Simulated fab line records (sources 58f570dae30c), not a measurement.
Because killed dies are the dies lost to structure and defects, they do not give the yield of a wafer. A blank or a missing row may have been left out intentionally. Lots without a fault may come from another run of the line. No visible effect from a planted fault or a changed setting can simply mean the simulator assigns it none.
Split-lot experiment	flow berkeleyCmos170	23 wafers read across 5 lots, on a route 331 steps long

== THE SPLIT ==
At UCB170_ACTIVE_PEB_11, the setting pebTempC was moved away from the recipe's 130 C on 7 of the 23 wafers read, by -0.8% to +2.8%. This setting was run at the recipe's value on the other wafers.

== FROM THE SPLIT TO THE READING: what the file shows between them, 4 steps ==
- UCB170_ACTIVE_DEVELOP_12: develop time 45 s
- UCB170_ACTIVE_CD_MEAS_13: target cd 1200 nm
- UCB170_ACTIVE_ETCH_15: etches Si3N4 in CH3F/Ar/O2, stops on SiO2, target depth 242 nm, time 151 s
- UCB170_ACTIVE_STRIP_16: strips in O2

== THE READING ==
At UCB170_ACTIVE_CD_MEAS_90: cdNm in nanometres, against a target cd of 1200 nm. A value of 1200.0 nm with a standard deviation of 1.9 nm is what fault-free wafers of this fab line usually give.

wafer	tool, chamber at the split	pebTempC as run, C	against the recipe	cdNm, nm	against lot-mates on the recipe
L074.1	lithoTrack-01, 0	133.6	+2.8%	1180.2	-20.3
L074.2	lithoTrack-01, 0	130	recipe	1201.3	-
L074.3	lithoTrack-01, 0	130	recipe	1198.4	-
L074.4	lithoTrack-01, 0	133.6	+2.8%	1179.8	-20.7
L074.6	lithoTrack-01, 0	130	recipe	1201.8	-
L075.4	lithoTrack-02, 0	130	recipe	1199.4	-
L075.5	lithoTrack-02, 0	130	recipe	1199.7	-
L075.6	lithoTrack-02, 0	130	recipe	1200.0	-
L076.1	lithoTrack-03, 0	130	recipe	1199.0	-
L076.2	lithoTrack-03, 0	129	-0.8%	1206.1	+6.8
L076.3	lithoTrack-03, 0	130	recipe	1199.5	-
L076.5	lithoTrack-03, 0	130	recipe	1199.5	-
L076.6	lithoTrack-03, 0	129	-0.8%	1206.7	+7.4
L085.1	lithoTrack-01, 0	130	recipe	1201.9	-
L085.2	lithoTrack-01, 0	129	-0.8%	1209.4	+7.2
L085.3	lithoTrack-01, 0	129	-0.8%	1209.6	+7.4
L085.4	lithoTrack-01, 0	130	recipe	1202.5	-
L085.6	lithoTrack-01, 0	129	-0.8%	1208.5	+6.3
L083.1	lithoTrack-01, 0	130	recipe	1199.9	-
L083.3	lithoTrack-01, 0	130	recipe	1202.3	-
L083.4	lithoTrack-01, 0	130	recipe	1201.3	-
L083.5	lithoTrack-01, 0	130	recipe	1200.8	-
L083.6	lithoTrack-01, 0	130	recipe	1201.8	-

FIT RESULTS
A straight line over all 23 wafers: cdNm changes by -7.84 nm for each +1% of pebTempC; r = -0.98; the points scatter about the line by 1.5 nm.
The same after taking each lot's own level away (the mean of its wafers on the recipe; 23 wafers): -7.71 nm for each +1%; r = -0.99; scatter 0.89 nm.
Per that fit: largest pebTempC move, reading shift of 21 nm.
The span of the lots' own levels, 1199.33 to 1202.20 nm, comes to 1.5 times the standard deviation stated above.
Hence the lot-to-lot level has little effect on the slope; both slopes agree.
Check: with one of the wafers moved furthest among these (+2.8%) left out of the fit, the line predicts -21.6 nm for it against its lot-mates. Against them it came out at -20.3 nm.

== ADDITIONAL SPLITS CARRIED BY THESE WAFERS ==
Before the reading, these wafers also passed through other splits. Each is held against what the fit with the lots' levels taken away leaves over:
other split on the same wafers	wafers away from the commonest value	r with cdNm (lot level and that fit taken away)
UCB170_ZERO_COAT_01 resistThkNm	6	-0.20
UCB170_ZERO_STRIP_07 o2FlowSccm	8	-0.32
UCB170_NWELL_IMPLANT_14 doseCm2	8	-0.12
UCB170_PWELL_CVD_05 timeS	18	-0.27
UCB170_PWELL_DEVELOP_12 developTimeS	10	+0.18
UCB170_ACTIVE_COAT_08 resistThkNm	4	+0.40

== THE WHOLE CHAIN: every reading that the file lists as answering this split, in the file's order ==
step	what it does	reading	change (the file's fit)	r (the file's)
UCB170_ACTIVE_CD_MEAS_13	target cd 1200 nm	cdNm	-7.56 nm for each +1% of the setting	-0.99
UCB170_ACTIVE_ETCH_15	etches Si3N4 in CH3F/Ar/O2, stops on SiO2, target depth 242 nm, time 151 s	ACTIVE.cdNm (the simulator's own value, which no gauge read)	-7.67 nm for each +1% of the setting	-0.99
UCB170_ACTIVE_CD_MEAS_90	target cd 1200 nm	cdNm	-7.64 nm for each +1% of the setting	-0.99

== THE FILE'S OWN FIT ==
cdNm changes by -7.64 nm for each +1% of pebTempC, r = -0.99.
